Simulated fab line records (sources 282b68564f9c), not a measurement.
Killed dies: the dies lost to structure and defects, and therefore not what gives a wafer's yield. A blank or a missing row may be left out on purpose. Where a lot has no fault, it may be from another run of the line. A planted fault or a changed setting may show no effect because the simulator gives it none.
A lot that was struck, set against a sound lot || flow ritCmos || 14 steps out of a route of 202
Sound: these wafers, L850.2, L850.3, L850.5. Wafers L840.2, L840.3, L840.6 were the ones struck. The cause is given at the end.
Order at every step that has rows: each side's tool, ch and its chambers, its first start. Under that, the readings that differ: sound wafers || struck wafers || difference of the means || sigmas: that difference in standard deviations of wafers without a fault.
alike: readings whose means differ by less than 2 such deviations, and words and numbers that are the same on both sides. not compared: withheld readings, readings that some wafer has no value for, bounds like >300 that may hide the same value, and numbers for which the record gives no deviation and whose values overlap.
The two part at a step that has a row with sigmas, a row that says differs or no value, or rows on one side only. Non-overlapping numbers with no deviation appear without sigmas and do not part them. A reading missing from all wafers of one side parts the sides only when that side holds two or more wafers.

first, 2 steps without rows for these wafers: RIT_PLDD_PEB_04; RIT_PLDD_DEVELOP_05 (develop time 50 s).
RIT_PLDD_OVL_MEAS_06:
  sound on overlay-02 at day 5 22:25; struck on overlay-01 at day 3 17:44
  alike: PLDD_OVL
then, 2 steps without rows for these wafers: RIT_PLDD_HARDBAKE_07 (time 60 s); RIT_PLDD_IMPLANT_08.
RIT_PLDD_STRIP_09: strips in O2, time 180 s.
  sound on plasmaAsher-01 ch 0,1, day 5 22:44; struck on plasmaAsher-03 ch 0,1, day 3 18:04
  alike: drypumpMotorCurrentA
  not compared: rfHoursCounterH
RIT_PLDD_TW_MEAS_10:
  sound on filmMetro-03 at day 5 22:55; struck on filmMetro-01 at day 3 18:16
  alike: PLDD_TW
then, 4 steps without rows for these wafers: RIT_SPACER_CLEAN_00 (cleans in SC1, time 600 s); RIT_SPACER_CLEAN_01 (cleans in dHF, time 30 s); RIT_SPACER_CLEAN_02 (cleans in SC2, time 600 s); RIT_SPACER_CVD_03 (deposits Si3N4 from SiH2Cl2/NH3, target thk 250 nm, time 3300 s).
RIT_SPACER_THK_MEAS_04:
  sound on filmMetro-02 at day 6 01:47; struck on filmMetro-02 at day 3 20:36
  alike: SPACER_NITRIDE_THK
RIT_SPACER_ETCHBACK_05: etches Si3N4 in SF6/CHF3, stops on SiO2, target depth 250 nm, time 240 s.
  sound on rieDiel-04 ch 0,2, day 6 01:50; struck on rieDiel-04 ch 1,3, day 3 20:39
  no value came back on the struck wafers for any of 5 readings (CHF3_flow_sccm (sccm), SF6_flow_sccm (sccm) and others); on the sound wafers CHF3_flow_sccm (sccm) reads 29.92 29.92 30.03
{"reading": "model.poly-Si_of_GATE_CVD_08.thkNm (nm)", "sound": "161.6 164.8 163.7", "struck": "234.8 233 237.6", "difference": "+71.8", "sigmas": ""}
{"reading": "model.Si3N4_of_SPACER_CVD_03.thkNm (nm)", "sound": "192 193.7 194.5", "struck": "250.1 250 248.8", "difference": "+56.2", "sigmas": ""}
{"reading": "model.SiO2_of_FOX2_OXIDATION_00.thkNm (nm)", "sound": "179 171.7 173.8", "struck": "232 221.2 225.5", "difference": "+51", "sigmas": ""}
  not compared: rfHoursCounterH
RIT_M1_PROBE_99:
  only the struck wafers here have rows in the record (prober-01, day 4 08:01); the sound ones have none

## WHERE THEY PART
Last at RIT_M1_PROBE_99 as far as this record goes, first at RIT_SPACER_ETCHBACK_05.

WHY: what the simulator had put in
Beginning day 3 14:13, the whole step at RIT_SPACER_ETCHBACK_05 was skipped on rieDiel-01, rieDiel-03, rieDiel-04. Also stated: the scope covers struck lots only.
